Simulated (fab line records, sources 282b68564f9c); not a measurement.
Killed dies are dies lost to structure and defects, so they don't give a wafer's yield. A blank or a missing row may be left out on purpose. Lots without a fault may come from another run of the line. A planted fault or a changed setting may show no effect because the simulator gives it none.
fab line records | flow rit_cmos | part 1 of 2: steps 1 to 28 of 29
record lots=5 wafers=23
route steps=202 shown GATE@91 REOX@101 NLDD@111 PLDD@116 SPACER@125 NSD@132 PSD@150 SDANNEAL@155 CONTACT@168 M1@188
start_h: hours from the record's first day to the start of the lot's first wafer shown | wait_h: hours since the lot's step before | " the same as in the row above | L1.1+2: a row that stands for several wafers | - no value, or no start given | * or withheld: withheld | < > ~ a bound
route shown NAME@n: a module of which the file shows steps, and the number in the route of the first | usual: mean/standard deviation of fault-free wafers | same: alike in all rows | chamber/n: place in a boat | sites: the reading at each site | _std_site: their standard deviation | _edge_site: outer sites' mean less inner sites' | radius_mm: how far each site lies from the wafer's centre | mask NAME#n: copy n | behind: the tool/chamber that last shaped the wafer | hold: why the lot was held/for how many hours/how that ended | device: the transistor (n, p or np) that didn't switch | end of line: the same wafers' tests at the end of the route | a step without rows: its recipe alone | killed: dies lost to structure and defects at the first sort, not the wafer's yield | map: a wafer's dies, x killed, . not, _ none there
set.NAME: the setting as run; set.NAME@STEP: as run at that earlier step | model.NAME: the simulator's own value behind a step, which no gauge read
lots whose settings were changed on purpose; a table a step, a row a wafer
## steps
# step RIT_GATE_DEVELOP_15
# recipe resist=NOVOLAK develop_time_s=50 dev_temp_c=23
# columns lot.wafer tool chamber start_h wait_h set.develop_time_s
L075.1+2+4+5+6 litho_track-01 0 - - 50
L076.1+3+4 litho_track-01 0 - - 50
L076.2+6 " 0 " " 45.92
L078.1+2+4 litho_track-03 0 - - 54.16
L078.3+5 " 0 " " 50
L081.1+2+5 litho_track-01 0 - - 50
L081.3+4 " 0 " " 46.19
L085.1+4+6 litho_track-01 0 - - 50
# step RIT_GATE_CD_MEAS_16
# recipe target_cd_nm=150
# usual cd_nm=150.2/2.2
# columns lot.wafer tool chamber start_h wait_h set.develop_time_s@GATE_DEVELOP_15 cd_nm
L075.1 cd_sem-01 - 42.26 - 50 149.2
L075.2 " - " " 50 150.9
L075.4 " - " " 50 149.8
L075.5 " - " " 50 152.4
L075.6 " - " " 50 150.2
L076.1 cd_sem-01 - 47.62 - 50 151.6
L076.2 " - " " 45.92 168.4
L076.3 " - " " 50 152.0
L076.4 " - " " 50 151.2
L076.6 " - " " 45.92 167.8
L078.1 cd_sem-01 - 56.33 - 54.16 140.4
L078.2 " - " " 54.16 140.9
L078.3 " - " " 50 152.2
L078.4 " - " " 54.16 138.0
L078.5 " - " " 50 151.7
L081.1 cd_sem-02 - 71.58 - 50 151.4
L081.2 " - " " 50 152.3
L081.3 " - " " 46.19 166.0
L081.4 " - " " 46.19 165.2
L081.5 " - " " 50 151.5
L085.1 cd_sem-01 - 91.73 - 50 147.9
L085.4 " - " " 50 147.6
L085.6 " - " " 50 146.7
# step RIT_GATE_ETCH_19
# recipe chemistry=SF6/CHF3/O2 time_s=165 SF6_flow_sccm=30 CHF3_flow_sccm=30 O2_flow_sccm=5 target=poly-Si pressure_mtorr=40 rf_w=160 target_depth_a=3125 over_etch_frac=0.25 stop_on=SiO2
# columns lot.wafer tool chamber start_h wait_h set.time_s set.develop_time_s@GATE_DEVELOP_15 model.GATE.cd_nm
L075.1 rie_si-01 1 42.57 0.1 147.4 50 149.2
L075.2 " 3 " " 165 50 151
L075.4 " 3 " " 165 50 149.9
L075.5 " 1 " " 147.4 50 152.3
L075.6 " 2 " " 147.4 50 150.3
L076.1 rie_si-02 3 47.93 0.1 183.6 50 151.2
L076.2 " 0 " " 183.6 45.92 168.1
L076.3 " 1 " " 165 50 152.4
L076.4 " 2 " " 183.6 50 151.1
L076.6 " 3 " " 165 45.92 167.5
L078.1 rie_si-02 3 56.64 0.1 165 54.16 140.4
L078.2 " 1 " " 165 54.16 141.2
L078.3 " 2 " " 165 50 152.3
L078.4 " 0 " " 157.2 54.16 137.8
L078.5 " 2 " " 157.2 50 151.6
L081.1 rie_si-01 3 71.88 0.1 165 50 151.6
L081.2 " 2 " " 165 50 152.2
L081.3 " 0 " " 182.5 46.19 165.7
L081.4 " 1 " " 182.5 46.19 165.1
L081.5 " 2 " " 182.5 50 151.3
L085.1 rie_si-01 0 92.03 0.1 165 50 147.5
L085.4 " 3 " " 165 50 147.4
L085.6 " 2 " " 165 50 146.8
# step RIT_GATE_STRIP_20
# recipe chemistry=O2 time_s=180 resist=NOVOLAK platen_temp_c=withheld power_w=500 pressure_mtorr=4000 o2_flow_sccm=4000
# step RIT_GATE_CD_MEAS_90
# recipe target_cd_nm=150
# usual cd_nm=150.2/2.2
# columns lot.wafer tool chamber start_h wait_h set.develop_time_s@GATE_DEVELOP_15 cd_nm
L075.1 cd_sem-02 - 42.85 0.1 50 149.1
L075.2 " - " " 50 151.5
L075.4 " - " " 50 150.0
L075.5 " - " " 50 152.5
L075.6 " - " " 50 150.1
L076.1 cd_sem-02 - 48.21 0.1 50 151.1
L076.2 " - " " 45.92 167.9
L076.3 " - " " 50 152.4
L076.4 " - " " 50 151.0
L076.6 " - " " 45.92 167.3
L078.1 cd_sem-02 - 56.92 0.1 54.16 140.4
L078.2 " - " " 54.16 141.4
L078.3 " - " " 50 151.9
L078.4 " - " " 54.16 137.7
L078.5 " - " " 50 151.6
L081.1 cd_sem-02 - 72.17 0.1 50 152.0
L081.2 " - " " 50 152.4
L081.3 " - " " 46.19 165.7
L081.4 " - " " 46.19 165.1
L081.5 " - " " 50 151.1
L085.1 cd_sem-01 - 92.32 0.1 50 147.9
L085.4 " - " " 50 147.7
L085.6 " - " " 50 146.8
# step RIT_REOX_OXIDATION_03
# recipe temp_c=900 ambient=O2 target_thk_a=252 ox_time_s=5580
# columns lot.wafer tool chamber start_h wait_h set.temp_c model.SiO2_of_REOX_OXIDATION_03.thk_nm
L075.1 - - - 0.0 877.4 19.87
L075.2 " - " " 877.4 19.29
L075.4 " - " " 877.4 19.48
L075.5 " - " " 877.4 19.83
L075.6 " - " " 877.4 19.42
L076.1 - - - 0.0 881.4 20.33
L076.2 " - " " 881.4 20.47
L076.3 " - " " 881.4 19.96
L076.4 " - " " 881.4 20.83
L076.6 " - " " 881.4 20.49
L078.1 - - - 0.0 882.7 20.79
L078.2+5 " - " " 882.7 20.95
L078.3 " - " " 882.7 20.87
L078.4 " - " " 882.7 20.8
L081.1 - - - 0.0 910.6 28
L081.2 " - " " 910.6 27.65
L081.3 " - " " 910.6 28.13
L081.4 " - " " 910.6 27.98
L081.5 " - " " 910.6 27.88
L085.1 furnace-03 0 93.15 0.0 900 26.48
L085.4 " 0 " " 900 26.39
L085.6 " 0 " " 900 26.24
# step RIT_REOX_THK_MEAS_04
# recipe reads=SiO2_of_REOX_OXIDATION_03
# usual REOX_OXIDE_THK=25.0/0.53
# columns lot.wafer tool chamber start_h wait_h set.temp_c@REOX_OXIDATION_03 REOX_OXIDE_THK[nm]
L075.1 film_metro-04 - - - 877.4 19.9
L075.2 " - " " 877.4 19.3
L075.4 " - " " 877.4 19.5
L075.5 " - " " 877.4 19.8
L075.6 " - " " 877.4 19.5
L076.1 film_metro-04 - - - 881.4 20.3
L076.2 " - " " 881.4 20.5
L076.3 " - " " 881.4 20.0
L076.4 " - " " 881.4 20.9
L076.6 " - " " 881.4 20.5
L078.1 film_metro-03 - - - 882.7 20.8
L078.2 " - " " 882.7 21.0
L078.3 " - " " 882.7 20.8
L078.4 " - " " 882.7 20.8
L078.5 " - " " 882.7 20.9
L081.1 film_metro-03 - - - 910.6 28.0
L081.2 " - " " 910.6 27.7
L081.3 " - " " 910.6 28.2
L081.4 " - " " 910.6 28.0
L081.5 " - " " 910.6 27.9
L085.1 film_metro-02 - 95.70 0.0 900 26.5
L085.4 " - " " 900 26.5
L085.6 " - " " 900 26.3
# step RIT_NLDD_IMPLANT_08
# recipe species=P energy_kev=20 dose_cm2=5e+14 tilt_deg=7
# columns lot.wafer tool chamber start_h wait_h set.energy_kev model.implant.drp_nm
L075.1+4+6 implanter-04 0 47.30 0.1 19.28 12.68
L075.2+5 " 0 " " 20 12.97
L076.1+2+3+4+6 implanter-03 0 52.46 0.1 20 12.97
L078.1+2 implanter-01 0 61.05 0.1 20 12.97
L078.3+4+5 " 0 " " 20.4 13.12
L081.1+2+3+4+5 implanter-04 0 76.30 0.1 20 12.97
L085.1+4+6 implanter-01 0 96.93 0.1 20 12.97
# step RIT_PLDD_SOFTBAKE_02
# recipe resist=NOVOLAK temp_c=90 time_s=60
# columns lot.wafer tool chamber start_h wait_h set.temp_c
L075.1+2+6 litho_track-02 0 47.98 0.1 90
L075.4+5 " 0 " " 93.15
L076.1+3+6 litho_track-01 0 53.15 0.1 92.44
L076.2+4 " 0 " " 90
L078.1+5 litho_track-01 0 61.74 0.1 90
L078.2+3+4 " 0 " " 87.86
L081.1+2+3 litho_track-01 0 77.02 0.1 87.52
L081.4+5 " 0 " " 90
L085.1+4+6 litho_track-02 0 97.61 0.1 90
# step RIT_PLDD_EXPOSE_03
# recipe mask_id=M8 na=0.57 target_cd_nm=40900 dose_mj=250
# step RIT_PLDD_PEB_04
# recipe resist=NOVOLAK temp_c=withheld time_s=withheld
# step RIT_PLDD_DEVELOP_05
# recipe resist=NOVOLAK develop_time_s=50 dev_temp_c=23
# columns lot.wafer tool chamber start_h wait_h set.temp_c@PLDD_SOFTBAKE_02 model.NOVOLAK_of_PLDD_COAT_01.thk_nm
L075.1+2 litho_track-04 0 - - 90 1002
L075.4 " 0 " " 93.15 995
L075.5 " 0 " " 93.15 995.2
L075.6 " 0 " " 90 1004
L076.1 litho_track-04 0 - - 92.44 992.5
L076.2 " 0 " " 90 997.1
L076.3 " 0 " " 92.44 992.6
L076.4 " 0 " " 90 999.5
L076.6 " 0 " " 92.44 992.4
L078.1 litho_track-04 0 - - 90 1001
L078.2+3+4 " 0 " " 87.86 1008
L078.5 " 0 " " 90 1003
L081.1 litho_track-01 0 - - 87.52 1008
L081.2 " 0 " " 87.52 1012
L081.3 " 0 " " 87.52 1011
L081.4 " 0 " " 90 1004
L081.5 " 0 " " 90 1001
L085.1 litho_track-04 0 - - 90 998.8
L085.4 " 0 " " 90 999.2
L085.6 " 0 " " 90 1002
# step RIT_SPACER_CLEAN_00
# recipe chemistry=SC1 mix=3:3:50 time_s=600 temp_c=75
# columns lot.wafer tool chamber start_h wait_h set.time_s set.temp_c@REOX_OXIDATION_03 model.SiO2_of_REOX_OXIDATION_03.thk_nm
L075.1 - - - 0.1 600 877.4 18.34
L075.2 " - " " 600 877.4 17.8
L075.4 " - " " 600 877.4 17.97
L075.5 " - " " 600 877.4 18.28
L075.6 " - " " 600 877.4 17.9
L076.1 - - - 0.1 684.4 881.4 18.54
L076.2 " - " " 684.4 881.4 18.66
L076.3 " - " " 684.4 881.4 18.2
L076.4 " - " " 684.4 881.4 18.99
L076.6 " - " " 684.4 881.4 18.69
L078.1 - - - 0.1 643.8 882.7 19.07
L078.2+5 " - " " 643.8 882.7 19.22
L078.3 " - " " 643.8 882.7 19.15
L078.4 " - " " 643.8 882.7 19.09
L081.1 - - - 0.1 675.5 910.6 25.55
L081.2 " - " " 675.5 910.6 25.23
L081.3 " - " " 675.5 910.6 25.67
L081.4 " - " " 675.5 910.6 25.53
L081.5 " - " " 675.5 910.6 25.44
L085.1 wet_bench-02 1 98.86 0.1 600 900 24.42
L085.4 " 1 " " 600 900 24.34
L085.6 " 1 " " 600 900 24.2
# step RIT_NSD_COAT_01
# recipe resist=NOVOLAK spin_rpm=3250 resist_thk_nm=1000
# columns lot.wafer tool chamber start_h wait_h set.spin_rpm model.NOVOLAK_of_NSD_COAT_01.thk_nm
L075.1+5 litho_track-01 0 51.97 0.1 3250 1001
L075.2 " 0 " " 3250 999.6
L075.4 " 0 " " 3250 1004
L075.6 " 0 " " 3250 1002
L076.1 litho_track-01 0 57.05 0.1 3250 1000
L076.2 " 0 " " 3486 967.1
L076.3 " 0 " " 3486 965.6
L076.4 " 0 " " 3486 965.5
L076.6 " 0 " " 3250 1002
L078.1 litho_track-03 0 65.50 0.1 3250 993.4
L078.2 " 0 " " 3250 992.9
L078.3 " 0 " " 3250 994.2
L078.4 " 0 " " 3250 993.1
L078.5 " 0 " " 3250 993.2
L081.1+2 litho_track-04 0 80.79 0.1 3125 1016
L081.3 " 0 " " 3250 998.8
L081.4 " 0 " " 3125 1018
L081.5 " 0 " " 3250 1001
L085.1+4 litho_track-03 0 101.76 0.1 3250 1003
L085.6 " 0 " " 3250 1000
# step RIT_NSD_SOFTBAKE_02
# recipe resist=NOVOLAK temp_c=90 time_s=60
# step RIT_NSD_EXPOSE_03
# recipe mask_id=M9 na=0.57 target_cd_nm=40700 dose_mj=250
# step RIT_NSD_DEVELOP_05
# recipe resist=NOVOLAK develop_time_s=50 dev_temp_c=23
# step RIT_NSD_HARDBAKE_07
# recipe resist=NOVOLAK temp_c=140 time_s=60
# columns lot.wafer tool chamber start_h wait_h set.spin_rpm@NSD_COAT_01 model.NOVOLAK_of_NSD_COAT_01.thk_nm
L075.1 litho_track-04 0 52.71 0.0 3250 884.7
L075.2 " 0 " " 3250 883.5
L075.4 " 0 " " 3250 887.1
L075.5 " 0 " " 3250 884.4
L075.6 " 0 " " 3250 885.7
L076.1 litho_track-03 0 57.91 0.0 3250 883.8
L076.2 " 0 " " 3486 855
L076.3 " 0 " " 3486 853.7
L076.4 " 0 " " 3486 853.5
L076.6 " 0 " " 3250 885.8
L078.1 litho_track-03 0 66.25 0.0 3250 878
L078.2 " 0 " " 3250 877.6
L078.3 " 0 " " 3250 878.6
L078.4+5 " 0 " " 3250 877.8
L081.1 litho_track-01 0 81.52 0.0 3125 897.7
L081.2 " 0 " " 3125 897.8
L081.3 " 0 " " 3250 882.8
L081.4 " 0 " " 3125 899.2
L081.5 " 0 " " 3250 884.5
L085.1 litho_track-01 0 102.62 0.0 3250 886
L085.4 " 0 " " 3250 886.6
L085.6 " 0 " " 3250 884
# step RIT_NSD_IMPLANT_08
# recipe species=P energy_kev=25 dose_cm2=1e+15 tilt_deg=7
# columns lot.wafer tool chamber start_h wait_h set.dose_cm2
L075.1+2 implanter-02 0 52.86 0.1 1.032e+15
L075.4+5+6 " 0 " " 1e+15
L076.1+3 implanter-03 0 58.06 0.1 9.544e+14
L076.2+4+6 " 0 " " 1e+15
L078.1+2+5 implanter-02 0 66.40 0.1 1.067e+15
L078.3+4 " 0 " " 1e+15
L081.1+4+5 implanter-02 0 81.67 0.1 9.651e+14
L081.2+3 " 0 " " 1e+15
L085.1+4+6 implanter-03 0 102.77 0.1 1e+15
# step RIT_PSD_IMPLANT_08
# recipe species=BF2 energy_kev=27 dose_cm2=5e+15 tilt_deg=7
# columns lot.wafer tool chamber start_h wait_h set.energy_kev model.implant.rp_nm model.implant.drp_nm
L075.1+5 implanter-03 0 54.40 0.1 25.72 21.17 11.64
L075.2+4+6 " 0 " " 27 22.01 12.05
L076.1+2 implanter-03 0 59.48 0.1 25.47 20.62 11.56
L076.3+4+6 " 0 " " 27 21.61 12.05
L078.1+4 implanter-02 0 67.95 0.1 26.43 22.4 11.87
L078.2+3+5 " 0 " " 27 22.79 12.05
L081.1+4 implanter-03 0 83.22 0.1 28.48 23.24 12.51
L081.2+3+5 " 0 " " 27 22.27 12.05
L085.1+4+6 implanter-02 0 104.32 0.1 27 21.8 12.05
# step RIT_PSD_STRIP_09
# recipe chemistry=O2 time_s=180 resist=NOVOLAK platen_temp_c=withheld power_w=500 pressure_mtorr=4000 o2_flow_sccm=4000
# step RIT_SDANNEAL_CLEAN_02
# recipe chemistry=SC2 mix=3:3:50 time_s=600 temp_c=75 dry=n2_spin
# step RIT_SDANNEAL_RTA_03
# recipe temp_c=1050 time_s=5 idle_temp_c=600 ramp_up_c_per_s=342 ramp_down_c_per_s=171 cool_to_c=600 ambient=N2
# step RIT_SDANNEAL_RS_MEAS_04
# recipe thk_meas_gauge=four-point-probe
# usual PSD_RS=116.05/0.24
# columns lot.wafer tool chamber start_h wait_h set.energy_kev@PSD_IMPLANT_08 PSD_RS[ohm/sq]
L075.1 film_metro-01 - 55.21 0.0 25.72 118.84
L075.2 " - " " 27 115.88
L075.4 " - " " 27 115.72
L075.5 " - " " 25.72 118.50
L075.6 " - " " 27 115.92
L076.1 film_metro-04 - 60.29 0.0 25.47 119.39
L076.2 " - " " 25.47 119.78
L076.3 " - " " 27 116.35
L076.4 " - " " 27 115.74
L076.6 " - " " 27 115.89
L078.1 film_metro-01 - 68.76 0.0 26.43 117.79
L078.2 " - " " 27 116.41
L078.3 " - " " 27 116.46
L078.4 " - " " 26.43 117.82
L078.5 " - " " 27 116.30
L081.1 film_metro-04 - 84.03 0.0 28.48 112.87
L081.2 " - " " 27 116.14
L081.3 " - " " 27 115.85
L081.4 " - " " 28.48 112.50
L081.5 " - " " 27 115.73
L085.1 film_metro-01 - 105.17 0.0 27 115.92
L085.4 " - " " 27 116.12
L085.6 " - " " 27 115.98
# step RIT_SDANNEAL_RS_MEAS_05
# recipe thk_meas_gauge=four-point-probe
# usual NSD_RS=84.66/0.28
# columns lot.wafer tool chamber start_h wait_h set.dose_cm2@NSD_IMPLANT_08 NSD_RS[ohm/sq]
L075.1 film_metro-01 - 55.33 0.1 1.032e+15 82.29
L075.2 " - " " 1.032e+15 82.37
L075.4 " - " " 1e+15 84.53
L075.5 " - " " 1e+15 84.41
L075.6 " - " " 1e+15 84.54
L076.1 film_metro-04 - 60.41 0.1 9.544e+14 87.86
L076.2 " - " " 1e+15 84.55
L076.3 " - " " 9.544e+14 87.55
L076.4 " - " " 1e+15 84.37
L076.6 " - " " 1e+15 84.51
L078.1 film_metro-01 - 68.88 0.1 1.067e+15 80.73
L078.2 " - " " 1.067e+15 80.66
L078.3 " - " " 1e+15 84.97
L078.4 " - " " 1e+15 84.98
L078.5 " - " " 1.067e+15 80.62
L081.1 film_metro-04 - 84.15 0.1 9.651e+14 87.51
L081.2 " - " " 1e+15 84.76
L081.3 " - " " 1e+15 84.86
L081.4 " - " " 9.651e+14 87.45
L081.5 " - " " 9.651e+14 87.69
L085.1 film_metro-01 - 105.29 0.1 1e+15 84.86
L085.4 " - " " 1e+15 85.01
L085.6 " - " " 1e+15 84.73
# step RIT_CONTACT_CVD_00
# recipe material=SiO2 target_thk_nm=400 precursor=TEOS temp_c=390 time_s=61 rf_w=400
# columns lot.wafer tool chamber start_h wait_h set.time_s model.SiO2_of_CONTACT_CVD_00.thk_nm
L075.1 pecvd-01 1 56.21 0.1 65.15 425.2
L075.2 " 0 " " 65.15 424.4
L075.4 " 1 " " 61 405.1
L075.5 " 2 " " 65.15 431.7
L075.6 " 0 " " 61 400.6
L076.1 pecvd-03 1 61.29 0.1 66.92 428.6
L076.2 " 2 " " 66.92 433.5
L076.3 " 0 " " 66.92 432.1
L076.4 " 0 " " 61 394.6
L076.6 " 2 " " 61 398.2
L078.1 pecvd-01 0 69.76 0.1 54.23 351.4
L078.2 " 1 " " 54.23 354.1
L078.3 " 2 " " 61 398
L078.4 " 1 " " 54.23 358.4
L078.5 " 2 " " 61 403.4
L081.1 pecvd-01 0 85.03 0.1 61 393.1
L081.2 " 1 " " 57.22 371.8
L081.3 " 2 " " 61 394.4
L081.4 " 1 " " 57.22 372.9
L081.5 " 2 " " 57.22 375
L085.1 pecvd-03 0 106.17 0.1 61 396
L085.4 " 0 " " 61 405.9
L085.6 " 1 " " 61 405.7
# step RIT_CONTACT_THK_MEAS_01
# recipe reads=SiO2_of_CONTACT_CVD_00
# usual CONTACT_TEOS_THK=399/4.6
# columns lot.wafer tool chamber start_h wait_h set.time_s@CONTACT_CVD_00 CONTACT_TEOS_THK[nm]
L075.1 film_metro-04 - 56.26 0.0 65.15 425
L075.2 " - " " 65.15 424
L075.4 " - " " 61 405
L075.5 " - " " 65.15 431
L075.6 " - " " 61 400
L076.1 film_metro-03 - 61.34 0.0 66.92 429
L076.2 " - " " 66.92 434
L076.3 " - " " 66.92 432
L076.4 " - " " 61 395
L076.6 " - " " 61 398
L078.1 film_metro-04 - 69.81 0.0 54.23 351
L078.2 " - " " 54.23 354
L078.3 " - " " 61 398
L078.4 " - " " 54.23 358
L078.5 " - " " 61 404
L081.1 film_metro-02 - 85.08 0.0 61 393
L081.2 " - " " 57.22 372
L081.3 " - " " 61 394
L081.4 " - " " 57.22 373
L081.5 " - " " 57.22 375
L085.1 film_metro-02 - 106.22 0.0 61 396
L085.4 " - " " 61 406
L085.6 " - " " 61 405
# step RIT_M1_COAT_04
# recipe resist=NOVOLAK spin_rpm=2000 resist_thk_nm=1300
# columns lot.wafer tool chamber start_h wait_h set.resist_thk_nm model.NOVOLAK_of_M1_COAT_04.thk_nm
L075.1 litho_track-04 0 59.19 0.1 1300 1301
L075.2 " 0 " " 1355 1355
L075.4 " 0 " " 1300 1303
L075.5 " 0 " " 1355 1352
L075.6 " 0 " " 1300 1296
L076.1 litho_track-02 0 64.35 0.1 1369 1370
L076.2 " 0 " " 1300 1306
L076.3 " 0 " " 1300 1298
L076.4 " 0 " " 1300 1301
L076.6 " 0 " " 1369 1368
L078.1 litho_track-01 0 72.88 0.1 1377 1376
L078.2 " 0 " " 1300 1301
L078.3+4 " 0 " " 1377 1377
L078.5 " 0 " " 1300 1303
L081.1 litho_track-01 0 88.02 0.1 1300 1301
L081.2 " 0 " " 1226 1226
L081.3+4 " 0 " " 1300 1300
L081.5 " 0 " " 1226 1228
L085.1 litho_track-01 0 109.27 0.1 1300 1303
L085.4+6 " 0 " " 1300 1305
## key
split step=RIT_GATE_DEVELOP_15 setting=develop_time_s stated=50 by=wafer
response step=RIT_GATE_CD_MEAS_16 reading=cd_nm change=-1.76 per=1% r=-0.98
response step=RIT_GATE_ETCH_19 reading=model.GATE.cd_nm change=-1.74 per=1% r=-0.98
response step=RIT_GATE_CD_MEAS_90 reading=cd_nm change=-1.72 per=1% r=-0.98
split step=RIT_GATE_ETCH_19 setting=time_s stated=165 by=wafer
response none clear
split step=RIT_REOX_OXIDATION_03 setting=temp_c stated=900 by=lot
response step=RIT_REOX_OXIDATION_03 reading=model.SiO2_of_REOX_OXIDATION_03.thk_nm change=+2.36 per=1% r=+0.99
response step=RIT_REOX_THK_MEAS_04 reading=REOX_OXIDE_THK change=+2.37 per=1% r=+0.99
response step=RIT_SPACER_CLEAN_00 reading=model.SiO2_of_REOX_OXIDATION_03.thk_nm change=+2.14 per=1% r=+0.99
response step=RIT_M1_PROBE_99 reading=model.etest.pmos_turned.r_on_ohm_um change=+384 per=1% r=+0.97
response step=RIT_M1_PROBE_99 reading=model.etest.pldd.rs_ohm_sq change=+103 per=1% r=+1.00
split step=RIT_NLDD_IMPLANT_08 setting=energy_kev stated=20 by=wafer
response step=RIT_NLDD_IMPLANT_08 reading=model.implant.drp_nm change=+0.0786 per=1% r=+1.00
split step=RIT_PLDD_SOFTBAKE_02 setting=temp_c stated=90 by=wafer
response step=RIT_PLDD_DEVELOP_05 reading=model.NOVOLAK_of_PLDD_COAT_01.thk_nm change=-2.39 per=1% r=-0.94
split step=RIT_SPACER_CLEAN_00 setting=time_s stated=600 by=lot
response none clear
split step=RIT_NSD_COAT_01 setting=spin_rpm stated=3250 by=wafer
response step=RIT_NSD_COAT_01 reading=model.NOVOLAK_of_NSD_COAT_01.thk_nm change=-4.73 per=1% r=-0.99
response step=RIT_NSD_HARDBAKE_07 reading=model.NOVOLAK_of_NSD_COAT_01.thk_nm change=-4.14 per=1% r=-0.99
split step=RIT_NSD_IMPLANT_08 setting=dose_cm2 stated=1e+15 by=wafer
response step=RIT_SDANNEAL_RS_MEAS_05 reading=NSD_RS change=-0.681 per=1% r=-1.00
split step=RIT_PSD_IMPLANT_08 setting=energy_kev stated=27 by=wafer
response step=RIT_PSD_IMPLANT_08 reading=model.implant.rp_nm change=+0.177 per=1% r=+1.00
response step=RIT_PSD_IMPLANT_08 reading=model.implant.drp_nm change=+0.085 per=1% r=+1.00
response step=RIT_SDANNEAL_RS_MEAS_04 reading=PSD_RS change=-0.611 per=1% r=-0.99
split step=RIT_CONTACT_CVD_00 setting=time_s stated=61 by=wafer
response step=RIT_CONTACT_CVD_00 reading=model.SiO2_of_CONTACT_CVD_00.thk_nm change=+3.79 per=1% r=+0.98
response step=RIT_CONTACT_THK_MEAS_01 reading=CONTACT_TEOS_THK change=+3.77 per=1% r=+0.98
split step=RIT_M1_COAT_04 setting=resist_thk_nm stated=1300 by=wafer
response step=RIT_M1_COAT_04 reading=model.NOVOLAK_of_M1_COAT_04.thk_nm change=+12.7 per=1% r=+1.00
